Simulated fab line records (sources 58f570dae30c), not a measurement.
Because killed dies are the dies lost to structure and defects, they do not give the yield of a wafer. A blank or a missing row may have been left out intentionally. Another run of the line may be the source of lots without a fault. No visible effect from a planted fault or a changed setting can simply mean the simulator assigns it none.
fab line records	flow berkeleyCmos170	part 1 of 2: steps 1 to 35 of 46
[record] lots = 5	wafers = 15	lastDay = 11
route steps=331 shown SCREENOX@100 NVT@104 PVT@115 GATE@125 FIELD@126 PLDD@145
lots that met no fault: taken from a fault-free run of the same line
startH: hours from the record's opening day to when the first of the lot's shown wafers began	waitH: hours from the lot's prior step to this one	" unchanged from the row above	L1.1+2: a row that stands for several wafers	- value missing, or start not given	* or withheld: withheld	< > ~ a bound
route shown NAME@n: NAME is a module with steps in the file, n the number in the route of the first one	usual: mean and standard deviation over wafers with no fault	same: alike in all rows	chamber/n: place in a boat	sites: per-site readings	_std_site: how widely they spread, as a standard deviation	_edge_site: mean of outer sites minus mean of inner sites	radiusMm: for every site, how far away it sits from the centre of the wafer	mask NAME#n: copy n	behind: the tool/chamber that last shaped the wafer	hold: the reason the lot was held/the length of the hold in hours/how it ended	device: which transistor (n, p or np) failed to switch	end of line: the same wafers' tests at the end of the route	a step without rows: its recipe alone	killed: not the wafer's yield, but the dies lost to structure and defects at the first sort	map: the dies of a wafer, with x for killed, . for not killed, _ for no die there
set.NAME: the setting that was run; set.NAME@STEP: the one run at that earlier step	model.NAME: the simulator's own value behind a step, which no gauge read
lots at selected steps of the route; one table per step, one row per wafer
services: from which hour (startH, from the record's first day; less than 0 if before it) a tool's chamber was out of use, for how many hours, and why
[[steps]]
[step UCB170_SCREENOX_WET_ETCH_00]
[recipe] chemistry = dHF	dilution = 25:1	target = SiO2	tempC = 25	timeS = 193.5
lot.wafer	tool	chamber	startH	waitH
L074.1+3+4	wetBench-01	0	100.97	1.7
L078.2+3+4	wetBench-04	1	118.12	0.0
L087.2+5+6	wetBench-01	0	168.68	0.0
L090.1+2+4	wetBench-01	0	181.69	0.2
L095.2+3+6	wetBench-04	0	204.75	0.0
[step UCB170_SCREENOX_OXIDATION_01]
[recipe] tempC = 900	ambient = O2	targetThkA = 144	oxTimeS = 2400
[usual] oxTempCMax = 903.8/0.91	zonePowerCentrePct = 40.4/2.1
lot.wafer	tool	chamber	startH	waitH	oxTempCMax	zonePowerCentrePct
L074.1	furnace-01	0	101.65	0.6	904.6	40.6
L074.3	"	0	"	"	904.6	40.7
L074.4	"	0	"	"	905.3	40.3
L078.2	furnace-03	0	118.54	0.3	901.7	38.5
L078.3	"	0	"	"	903.4	37.7
L078.4	"	0	"	"	902.3	38.6
L087.2	furnace-03	0	174.30	5.6	903.5	38.4
L087.5	"	0	"	"	903.9	38.5
L087.6	"	0	"	"	903.1	38.0
L090.1	furnace-01	0	184.29	2.5	905.3	40.4
L090.2	"	0	"	"	906.5	40.8
L090.4	"	0	"	"	905.0	40.8
L095.2	furnace-02	0	208.36	3.6	903.3	43.7
L095.3	"	0	"	"	903.9	44.0
L095.6	"	0	"	"	904.1	43.2
[step UCB170_SCREENOX_THK_MEAS_02]
[recipe] reads = SiO2_of_SCREENOX_OXIDATION_01
[usual] SCREENOX_OXIDE_THK = 14.4/0.3
lot.wafer	tool	chamber	startH	waitH	SCREENOX_OXIDE_THK[nm]
L074.1	filmMetro-04	-	103.31	0.0	14.6
L074.3	"	-	"	"	14.6
L074.4	"	-	"	"	14.7
L078.2	filmMetro-02	-	120.21	0.0	14.1
L078.3	"	-	"	"	14.0
L078.4	"	-	"	"	14.2
L087.2	filmMetro-04	-	175.98	0.0	14.6
L087.5	"	-	"	"	14.8
L087.6	"	-	"	"	14.5
L090.1	filmMetro-02	-	185.96	0.0	14.8
L090.2	"	-	"	"	14.6
L090.4	"	-	"	"	14.8
L095.2	filmMetro-01	-	210.10	0.1	14.5
L095.3	"	-	"	"	14.3
L095.6	"	-	"	"	14.1
[step UCB170_SCREENOX_ANNEAL_03]
[recipe] tempC = 900	timeS = 900	ambient = N2
[usual] zonePowerCentrePct = 40.6/2
lot.wafer	tool	chamber	startH	waitH	zonePowerCentrePct
L074.1	furnace-02	0	104.72	1.4	43.5
L074.3	"	0	"	"	43.3
L074.4	"	0	"	"	43.6
L078.2	furnace-03	0	121.45	1.2	38.6
L078.3	"	0	"	"	37.5
L078.4	"	0	"	"	38.0
L087.2	furnace-03	0	177.30	1.3	37.7
L087.5	"	0	"	"	39.0
L087.6	"	0	"	"	37.9
L090.1	furnace-01	0	188.96	3.0	41.1
L090.2	"	0	"	"	40.4
L090.4	"	0	"	"	40.2
L095.2	furnace-02	0	213.95	3.8	42.9
L095.3	"	0	"	"	43.6
L095.6	"	0	"	"	42.8
[step UCB170_NVT_HMDS_00]
[recipe] primeTimeS = 60	primeTempC = 100
lot.wafer	tool	chamber	startH	waitH
L074.1+3+4	lithoTrack-03	0	106.05	0.1
L078.2+3+4	lithoTrack-02	0	123.54	0.8
L087.2+5+6	lithoTrack-02	0	178.79	0.2
L090.1+2+4	lithoTrack-02	0	190.21	0.0
L095.2+3+6	lithoTrack-04	0	215.33	0.1
[step UCB170_NVT_COAT_01]
[recipe] resist = KrF	spinRpm = 1500	resistThkNm = 900
lot.wafer	tool	chamber	startH	waitH
L074.1+3+4	lithoTrack-03	0	106.20	0.1
L078.2+3+4	lithoTrack-02	0	123.69	0.1
L087.2+5+6	lithoTrack-02	0	178.94	0.1
L090.1+2+4	lithoTrack-02	0	190.36	0.1
L095.2+3+6	lithoTrack-04	0	215.48	0.1
[step UCB170_NVT_SOFTBAKE_02]
[recipe] resist = KrF	tempC = 130	timeS = 60
lot.wafer	tool	chamber	startH	waitH
L074.1+3+4	lithoTrack-03	0	106.35	0.1
L078.2+3+4	lithoTrack-02	0	123.84	0.1
L087.2+5+6	lithoTrack-02	0	179.09	0.1
L090.1+2+4	lithoTrack-02	0	190.51	0.1
L095.2+3+6	lithoTrack-04	0	215.63	0.1
[step UCB170_NVT_EXPOSE_03]
[recipe] maskId = PWELL	targetCdNm = 3000	na = 0.5	sigmaOuter = 0.6	sourceShape = conventional	doseMj = 30
lot.wafer	tool	chamber	startH	waitH	mask
L074.1+3+4	krfScanner-01	0	106.50	0.1	PWELL#0
L078.2+3+4	krfScanner-01	0	124.11	0.2	PWELL#0
L087.2+5+6	krfScanner-01	0	179.47	0.4	PWELL#0
L090.1+2+4	krfScanner-02	0	190.66	0.1	PWELL#0
L095.2+3+6	krfScanner-02	0	216.03	0.4	PWELL#0
[step UCB170_NVT_PEB_04]
[recipe] pebTempC = 130	pebTimeS = withheld	resist = KrF
lot.wafer	tool	chamber	startH	waitH
L074.1+3+4	lithoTrack-02	0	107.13	0.6
L078.2+3+4	lithoTrack-04	0	124.82	0.7
L087.2+5+6	lithoTrack-03	0	179.60	0.1
L090.1+2+4	lithoTrack-02	0	190.77	0.1
L095.2+3+6	lithoTrack-04	0	216.15	0.1
[step UCB170_NVT_DEVELOP_05]
[recipe] developer = TMAH	developTimeS = 45	resist = KrF	devTempC = 21
lot.wafer	tool	chamber	startH	waitH
L074.1+3+4	lithoTrack-02	0	-	-
L078.2+3+4	lithoTrack-04	0	-	-
L087.2+5+6	lithoTrack-03	0	-	-
L090.1+2+4	lithoTrack-02	0	-	-
L095.2+3+6	lithoTrack-04	0	-	-
[step UCB170_NVT_OVL_MEAS_06]
[usual] NVT_OVL = 3/6.4
lot.wafer	tool	chamber	startH	waitH	NVT_OVL[nm]
L074.1	overlay-02	-	107.41	-	-6
L074.3	"	-	"	"	-11
L074.4	"	-	"	"	-4
L078.2	overlay-02	-	125.07	-	3
L078.3	"	-	"	"	-1
L078.4	"	-	"	"	9
L087.2	overlay-02	-	179.85	-	8
L087.5	"	-	"	"	12
L087.6	"	-	"	"	10
L090.1	overlay-01	-	191.05	-	4
L090.2	"	-	"	"	7
L090.4	"	-	"	"	-3
L095.2	overlay-02	-	216.41	-	3
L095.3	"	-	"	"	-11
L095.6	"	-	"	"	2
[step UCB170_NVT_IMPLANT_07]
[recipe] species = BF2	doseCm2 = 3e+12	energyKev = 50	tiltDeg = 7
lot.wafer	tool	chamber	startH	waitH
L074.1+3+4	implanter-04	0	107.44	0.0
L078.2+3+4	implanter-02	0	125.13	0.0
L087.2+5+6	implanter-02	0	179.91	0.0
L090.1+2+4	implanter-04	0	191.08	0.0
L095.2+3+6	implanter-02	0	216.47	0.0
[step UCB170_NVT_STRIP_08]
[recipe] chemistry = O2	powerW = 400	pressureMtorr = 3500	platenTempC = withheld	o2FlowSccm = 400	overashFraction = 0.5
[usual] drypumpMotorCurrentA = 5.7/0.45	oesProductAu = 0.734/0.0048	stripTimeToEndpointS = 21.62/0.075
lot.wafer	tool	chamber	startH	waitH	drypumpMotorCurrentA	oesProductAu	rfHoursCounterH	stripTimeToEndpointS
L074.1	plasmaAsher-03	1	107.59	0.1	6.0	0.726	42	21.59
L074.3	"	1	"	"	6.0	0.741	-	21.66
L074.4	"	0	"	"	5.6	0.738	-	21.55
L078.2	plasmaAsher-04	1	125.25	0.1	6.3	0.728	34	21.64
L078.3	"	1	"	"	6.4	0.731	-	21.57
L078.4	"	0	"	"	5.1	0.739	-	21.58
L087.2	plasmaAsher-04	0	180.03	0.1	5.1	0.731	39	21.46
L087.5	"	1	"	"	6.3	0.729	-	21.48
L087.6	"	0	"	"	5.1	0.727	-	21.46
L090.1	plasmaAsher-03	0	191.23	0.1	5.7	0.729	52	21.56
L090.2	"	1	"	"	6.0	0.740	52	21.55
L090.4	"	0	"	"	5.6	0.733	-	21.55
L095.2	plasmaAsher-04	1	216.59	0.1	6.3	0.731	43	21.58
L095.3	"	1	"	"	6.3	0.732	-	21.57
L095.6	"	1	"	"	6.3	0.746	-	21.61
[step UCB170_NVT_TW_MEAS_09]
[usual] NVT_TW = 523/5.4
lot.wafer	tool	chamber	startH	waitH	NVT_TW
L074.1	filmMetro-03	-	107.69	0.1	516
L074.3	"	-	"	"	517
L074.4	"	-	"	"	518
L078.2	filmMetro-02	-	125.36	0.1	526
L078.3	"	-	"	"	523
L078.4	"	-	"	"	525
L087.2	filmMetro-04	-	180.14	0.1	530
L087.5	"	-	"	"	532
L087.6	"	-	"	"	529
L090.1	filmMetro-02	-	191.33	0.1	523
L090.2	"	-	"	"	523
L090.4	"	-	"	"	523
L095.2	filmMetro-04	-	216.70	0.1	530
L095.3	"	-	"	"	531
L095.6	"	-	"	"	534
[step UCB170_NVT_CLEAN_10]
[recipe] chemistry = SPM	tempC = 120	timeS = 600
lot.wafer	tool	chamber	startH	waitH
L074.1+3+4	wetBench-01	0	107.75	0.1
L078.2+3+4	wetBench-02	2	125.53	0.2
L087.2+5+6	wetBench-01	0	180.23	0.1
L090.1+2+4	wetBench-03	2	194.17	2.8
L095.2+3+6	wetBench-02	0	218.11	1.4
[step UCB170_PVT_HMDS_00]
[recipe] primeTimeS = 60	primeTempC = 100
lot.wafer	tool	chamber	startH	waitH
L074.1+3+4	lithoTrack-04	0	108.64	0.7
L078.2+3+4	lithoTrack-04	0	126.44	0.7
L087.2+5+6	lithoTrack-01	0	180.78	0.4
L090.1+2+4	lithoTrack-03	0	194.34	0.0
L095.2+3+6	lithoTrack-03	0	218.31	0.0
[step UCB170_PVT_COAT_01]
[recipe] resist = KrF	spinRpm = 1500	resistThkNm = 900
lot.wafer	tool	chamber	startH	waitH
L074.1+3+4	lithoTrack-04	0	108.79	0.1
L078.2+3+4	lithoTrack-04	0	126.59	0.1
L087.2+5+6	lithoTrack-01	0	180.93	0.1
L090.1+2+4	lithoTrack-03	0	194.49	0.1
L095.2+3+6	lithoTrack-03	0	218.46	0.1
[step UCB170_PVT_SOFTBAKE_02]
[recipe] resist = KrF	tempC = 129.3	timeS = 60
lot.wafer	tool	chamber	startH	waitH
L074.1+3+4	lithoTrack-04	0	108.94	0.1
L078.2+3+4	lithoTrack-04	0	126.74	0.1
L087.2+5+6	lithoTrack-01	0	181.08	0.1
L090.1+2+4	lithoTrack-03	0	194.64	0.1
L095.2+3+6	lithoTrack-03	0	218.61	0.1
[step UCB170_PVT_EXPOSE_03]
[recipe] maskId = NWELL	targetCdNm = 3000	na = 0.5	sigmaOuter = 0.6	sourceShape = conventional	doseMj = 30
lot.wafer	tool	chamber	startH	waitH	mask
L074.1+3+4	krfScanner-01	0	109.21	0.2	NWELL#0
L078.2+3+4	krfScanner-01	0	126.88	0.1	NWELL#0
L087.2+5+6	krfScanner-01	0	181.55	0.4	NWELL#0
L090.1+2+4	krfScanner-02	0	194.92	0.2	NWELL#0
L095.2+3+6	krfScanner-02	0	219.00	0.4	NWELL#0
[step UCB170_PVT_PEB_04]
[recipe] pebTempC = 130	pebTimeS = withheld	resist = KrF
lot.wafer	tool	chamber	startH	waitH
L074.1+3+4	lithoTrack-01	0	109.67	0.4
L078.2+3+4	lithoTrack-04	0	127.89	1.0
L087.2+5+6	lithoTrack-01	0	181.67	0.1
L090.1+2+4	lithoTrack-04	0	195.24	0.3
L095.2+3+6	lithoTrack-04	0	219.37	0.4
[step UCB170_PVT_DEVELOP_05]
[recipe] developer = TMAH	developTimeS = 45	resist = KrF	devTempC = 21
lot.wafer	tool	chamber	startH	waitH
L074.1+3+4	lithoTrack-01	0	-	-
L078.2+3+4	lithoTrack-04	0	-	-
L087.2+5+6	lithoTrack-01	0	-	-
L090.1+2+4	lithoTrack-04	0	-	-
L095.2+3+6	lithoTrack-04	0	-	-
[step UCB170_PVT_OVL_MEAS_06]
[usual] PVT_OVL = 2/5.5
lot.wafer	tool	chamber	startH	waitH	PVT_OVL[nm]
L074.1	overlay-02	-	109.97	-	2
L074.3	"	-	"	"	-1
L074.4	"	-	"	"	-2
L078.2	overlay-02	-	128.15	-	-5
L078.3	"	-	"	"	-4
L078.4	"	-	"	"	-9
L087.2	overlay-01	-	181.93	-	3
L087.5	"	-	"	"	2
L087.6	"	-	"	"	1
L090.1	overlay-01	-	195.52	-	2
L090.2	"	-	"	"	12
L090.4	"	-	"	"	6
L095.2	overlay-01	-	219.62	-	-2
L095.3	"	-	"	"	-5
L095.6	"	-	"	"	-2
[step UCB170_PVT_IMPLANT_07]
[recipe] species = P	doseCm2 = 2e+12	energyKev = 30	tiltDeg = 7
lot.wafer	tool	chamber	startH	waitH
L074.1+3+4	implanter-02	0	110.00	0.0
L078.2+3+4	implanter-02	0	128.20	0.0
L087.2+5+6	implanter-02	0	181.98	0.0
L090.1+2+4	implanter-01	0	195.55	0.0
L095.2+3+6	implanter-02	0	219.68	0.0
[step UCB170_PVT_STRIP_08]
[recipe] chemistry = O2	powerW = 400	pressureMtorr = 3500	platenTempC = withheld	o2FlowSccm = 400	overashFraction = 0.5
[usual] drypumpMotorCurrentA = 5.7/0.55	oesProductAu = 0.734/0.0046	stripTimeToEndpointS = 21.66/0.065
lot.wafer	tool	chamber	startH	waitH	drypumpMotorCurrentA	oesProductAu	rfHoursCounterH	stripTimeToEndpointS
L074.1	plasmaAsher-02	1	110.15	0.1	6.5	0.731	42	21.62
L074.3	"	1	"	"	6.5	0.734	-	21.67
L074.4	"	0	"	"	5.4	0.737	-	21.69
L078.2	plasmaAsher-01	0	128.33	0.1	5.6	0.727	1	21.68
L078.3	"	0	"	"	5.6	0.738	-	21.62
L078.4	"	1	"	"	5.1	0.732	-	21.64
L087.2	plasmaAsher-02	1	182.11	0.1	6.5	0.734	51	21.66
L087.5	"	1	"	"	6.5	0.731	-	21.57
L087.6	"	0	"	"	5.4	0.740	-	21.61
L090.1	plasmaAsher-04	0	195.70	0.1	5.1	0.735	40	21.67
L090.2	"	1	"	"	6.3	0.731	40	21.73
L090.4	"	1	"	"	6.3	0.730	-	21.63
L095.2	plasmaAsher-01	1	219.80	0.1	5.1	0.727	10	21.72
L095.3	"	1	"	"	5.1	0.734	-	21.74
L095.6	"	0	"	"	5.6	0.732	-	21.78
[step UCB170_PVT_TW_MEAS_09]
[usual] PVT_TW = 506/4.2
lot.wafer	tool	chamber	startH	waitH	PVT_TW
L074.1	filmMetro-03	-	110.25	0.1	498
L074.3	"	-	"	"	500
L074.4	"	-	"	"	499
L078.2	filmMetro-02	-	128.44	0.1	506
L078.3	"	-	"	"	508
L078.4	"	-	"	"	509
L087.2	filmMetro-03	-	182.22	0.1	504
L087.5	"	-	"	"	505
L087.6	"	-	"	"	503
L090.1	filmMetro-03	-	195.80	0.1	503
L090.2	"	-	"	"	501
L090.4	"	-	"	"	503
L095.2	filmMetro-02	-	219.91	0.1	508
L095.3	"	-	"	"	508
L095.6	"	-	"	"	510
[step UCB170_GATE_WET_ETCH_00]
[recipe] chemistry = dHF	dilution = 25:1	target = SiO2	tempC = 25	timeS = 200
lot.wafer	tool	chamber	startH	waitH
L074.1+3+4	wetBench-03	3	110.31	0.1
L078.2+3+4	wetBench-02	1	128.49	0.0
L087.2+5+6	wetBench-03	0	182.27	0.0
L090.1+2+4	wetBench-04	1	195.86	0.1
L095.2+3+6	wetBench-04	3	219.96	0.0
[step UCB170_FIELD_THK_MEAS_91]
[recipe] reads = SiO2_of_FIELD_OXIDATION_01
[usual] FIELD_OXIDE_LEFT_2_THK = 356/12
lot.wafer	tool	chamber	startH	waitH	FIELD_OXIDE_LEFT_2_THK[nm]
L074.1	filmMetro-03	-	110.38	0.0	346
L074.3	"	-	"	"	359
L074.4	"	-	"	"	360
L078.2	filmMetro-03	-	128.57	0.0	340
L078.3	"	-	"	"	334
L078.4	"	-	"	"	346
L087.2	filmMetro-03	-	182.35	0.0	339
L087.5	"	-	"	"	345
L087.6	"	-	"	"	344
L090.1	filmMetro-02	-	195.93	0.0	363
L090.2	"	-	"	"	362
L090.4	"	-	"	"	363
L095.2	filmMetro-03	-	220.04	0.0	361
L095.3	"	-	"	"	368
L095.6	"	-	"	"	367
[step UCB170_GATE_OXIDATION_01]
[recipe] tempC = 850	ambient = O2	targetThkA = 66	oxTimeS = 1800
[usual] oxTempCMax = 854.3/0.84	zonePowerCentrePct = 40.0/2.7
lot.wafer	tool	chamber	startH	waitH	oxTempCMax	zonePowerCentrePct
L074.1	furnace-01	0	114.90	4.5	855.0	38.5
L074.3	"	0	"	"	854.0	38.5
L074.4	"	0	"	"	853.6	37.4
L078.2	furnace-01	0	131.35	2.8	853.9	37.9
L078.3	"	0	"	"	855.6	37.9
L078.4	"	0	"	"	853.8	37.9
L087.2	furnace-04	0	184.57	2.2	853.4	43.3
L087.5	"	0	"	"	854.8	43.7
L087.6	"	0	"	"	853.8	42.7
L090.1	furnace-01	0	198.66	2.7	853.7	37.7
L090.2	"	0	"	"	852.2	37.6
L090.4	"	0	"	"	852.9	38.0
L095.2	furnace-01	0	223.26	3.2	854.0	38.8
L095.3	"	0	"	"	856.0	37.6
L095.6	"	0	"	"	853.2	38.3
[step UCB170_GATE_THK_MEAS_02]
[recipe] reads = SiO2_of_GATE_OXIDATION_01
[usual] GATE_OXIDE_THK = 6.57/0.13
lot.wafer	tool	chamber	startH	waitH	GATE_OXIDE_THK[nm]
L074.1	filmMetro-04	-	116.40	0.0	6.59
L074.3	"	-	"	"	6.64
L074.4	"	-	"	"	6.67
L078.2	filmMetro-04	-	132.86	0.0	6.63
L078.3	"	-	"	"	6.64
L078.4	"	-	"	"	6.53
L087.2	filmMetro-01	-	186.09	0.0	6.62
L087.5	"	-	"	"	6.69
L087.6	"	-	"	"	6.72
L090.1	filmMetro-04	-	200.16	0.0	6.57
L090.2	"	-	"	"	6.57
L090.4	"	-	"	"	6.49
L095.2	filmMetro-01	-	224.77	0.0	6.37
L095.3	"	-	"	"	6.36
L095.6	"	-	"	"	6.51
[step UCB170_GATE_ANNEAL_03]
[recipe] tempC = 900	timeS = 1800	ambient = N2
[usual] zonePowerCentrePct = 45.0/2.5
lot.wafer	tool	chamber	startH	waitH	zonePowerCentrePct
L074.1	furnace-01	0	119.41	3.0	40.5
L074.3	"	0	"	"	39.8
L074.4	"	0	"	"	40.0
L078.2	furnace-04	0	134.09	1.2	45.9
L078.3	"	0	"	"	46.6
L078.4	"	0	"	"	46.8
L087.2	furnace-04	0	190.07	4.0	46.7
L087.5	"	0	"	"	46.9
L087.6	"	0	"	"	45.8
L090.1	furnace-04	0	204.00	3.8	46.5
L090.2	"	0	"	"	46.9
L090.4	"	0	"	"	46.2
L095.2	furnace-04	0	229.70	4.9	46.2
L095.3	"	0	"	"	45.8
L095.6	"	0	"	"	47.1
[step UCB170_GATE_CVD_04]
[recipe] material = poly-Si	tempC = 610	precursor = SiH4	timeS = 1440	pressureMtorr = 375	targetThkNm = 214	sih4FlowSccm = 120
[usual] zonePowerCentrePct = 27.2/1.1
lot.wafer	tool	chamber	startH	waitH	zonePowerCentrePct
L074.1	lpcvd-02	0	120.91	0.0	28.3
L074.3	"	0	"	"	27.8
L074.4	"	0	"	"	27.9
L078.2	lpcvd-01	0	136.01	0.4	27.3
L078.3	"	0	"	"	27.7
L078.4	"	0	"	"	27.4
L087.2	lpcvd-01	1	191.57	0.0	28.2
L087.5	"	1	"	"	28.2
L087.6	"	1	"	"	28.0
L090.1	lpcvd-02	1	205.50	0.0	26.0
L090.2	"	1	"	"	25.6
L090.4	"	1	"	"	25.5
L095.2	lpcvd-02	0	231.20	0.0	28.2
L095.3	"	0	"	"	28.1
L095.6	"	0	"	"	28.4
[step UCB170_GATE_THK_MEAS_05]
[recipe] reads = poly-Si_of_GATE_CVD_04
[usual] GATE_POLY_THK = 213.8/1.9
lot.wafer	tool	chamber	startH	waitH	GATE_POLY_THK[nm]
L074.1	filmMetro-04	-	122.37	0.1	213.3
L074.3	"	-	"	"	213.7
L074.4	"	-	"	"	213.7
L078.2	filmMetro-03	-	137.45	0.0	213.6
L078.3	"	-	"	"	213.6
L078.4	"	-	"	"	213.9
L087.2	filmMetro-03	-	192.98	0.0	214.5
L087.5	"	-	"	"	214.3
L087.6	"	-	"	"	214.0
L090.1	filmMetro-01	-	206.90	0.0	213.5
L090.2	"	-	"	"	213.5
L090.4	"	-	"	"	211.4
L095.2	filmMetro-01	-	232.61	0.0	213.9
L095.3	"	-	"	"	214.7
L095.6	"	-	"	"	214.0
[step UCB170_GATE_COAT_06]
[recipe] resist = BARC	tempC = withheld	timeS = withheld	spinRpm = 3000	resistThkNm = withheld
lot.wafer	tool	chamber	startH	waitH
L074.1+3+4	lithoTrack-04	0	123.17	0.8
L078.2+3+4	lithoTrack-02	0	137.52	0.1
L087.2+5+6	lithoTrack-04	0	193.06	0.1
L090.1+2+4	lithoTrack-01	0	206.96	0.1
L095.2+3+6	lithoTrack-01	0	233.00	0.4
[step UCB170_GATE_COAT_07]
[recipe] resist = KrF	spinRpm = 1500	resistThkNm = 900
lot.wafer	tool	chamber	startH	waitH
L074.1+3+4	lithoTrack-04	0	-	-
L078.2+3+4	lithoTrack-02	0	-	-
L087.2+5+6	lithoTrack-04	0	-	-
L090.1+2+4	lithoTrack-01	0	-	-
L095.2+3+6	lithoTrack-01	0	-	-
[step UCB170_GATE_SOFTBAKE_08]
[recipe] resist = KrF	tempC = 130	timeS = 60
lot.wafer	tool	chamber	startH	waitH
L074.1+3+4	lithoTrack-04	0	-	-
L078.2+3+4	lithoTrack-02	0	-	-
L087.2+5+6	lithoTrack-04	0	-	-
L090.1+2+4	lithoTrack-01	0	-	-
L095.2+3+6	lithoTrack-01	0	-	-
